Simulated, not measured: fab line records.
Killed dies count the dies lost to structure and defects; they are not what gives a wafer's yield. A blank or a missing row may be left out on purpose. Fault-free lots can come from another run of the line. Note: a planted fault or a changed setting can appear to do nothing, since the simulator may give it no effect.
Chamber matching    flow berkeley-cmos170    UCB170_V1_ETCH_14 on rie-diel-02: 4 sister chambers
The step etches SiO2 in CHF3/CF4/Ar, stops on Al, target depth 1250 nm, time 291 s. 14 wafers are shown with their chamber, then 7 later ones without.

== WAFERS PAIRED WITH THEIR CHAMBERS ==
wafer   chamber  drypump-motor-current-A (A)  throttle-valve-pct (%)  oes-product-au (a.u.)
L418.1  3        5.5                          6.94                    0.881
L418.3  2        6.4                          6.96                    0.873
L418.5  1        5.6                          7.04                    0.884
L420.3  0        5.9                          6.89                    0.868
L420.4  3        5.5                          6.93                    0.873
L420.6  1        5.6                          7.05                    0.872
L427.2  1        5.6                          7.02                    0.888
L427.3  1        5.6                          7.03                    0.880
L427.5  1        5.6                          7.05                    0.876
L431.1  3        5.5                          6.96                    0.845
L431.3  1        5.6                          7.03                    0.872
L431.4  0        5.9                          6.90                    0.860
L433.2  3        5.6                          6.93                    0.850
L433.4  0        5.9                          6.90                    0.861

SIGNATURES (averages over the wafers above)
reading                  chamber 0  chamber 1  chamber 2  chamber 3  scatter within a chamber
drypump-motor-current-A  5.900      5.600      6.400      5.525      0.0274
throttle-valve-pct       6.8967     7.0367     6.9600     6.9400     0.0118
oes-product-au           0.86300    0.87867    0.87300    0.86225    0.0108
Rule: a wafer lies at a distance from a chamber equal to the root of the sum of squares, over the readings, of (its reading less the chamber's mean, divided by the reading's scatter). If the next closest chamber is less than 2 further off than the closest, the wafer can't be placed; otherwise it belongs to the closest. The scatter: the root of (the sum of the squares of (reading less its chamber's mean) over the shown wafers, divided by (wafers less chambers)).

== WAFERS WITH NO CHAMBER GIVEN ==
wafer   drypump-motor-current-A (A)  throttle-valve-pct (%)  oes-product-au (a.u.)
L433.5  5.9                          6.91                    0.867
L439.2  5.6                          7.04                    0.879
L439.3  6.4                          6.96                    0.871
L439.6  5.9                          6.92                    0.865
L441.2  5.9                          6.89                    0.866
L441.3  5.6                          7.02                    0.875
L441.4  6.4                          6.95                    0.870

== EACH ONE'S CHAMBER ==
wafer   from the rows above  in truth
L433.5  0                    0
L439.2  1                    1
L439.3  2                    2
L439.6  0                    0
L441.2  0                    0
L441.3  1                    1
L441.4  2                    2
Placed correctly: 7 of 7. From these rows, 0 cannot be placed. Wrongly placed: 0.
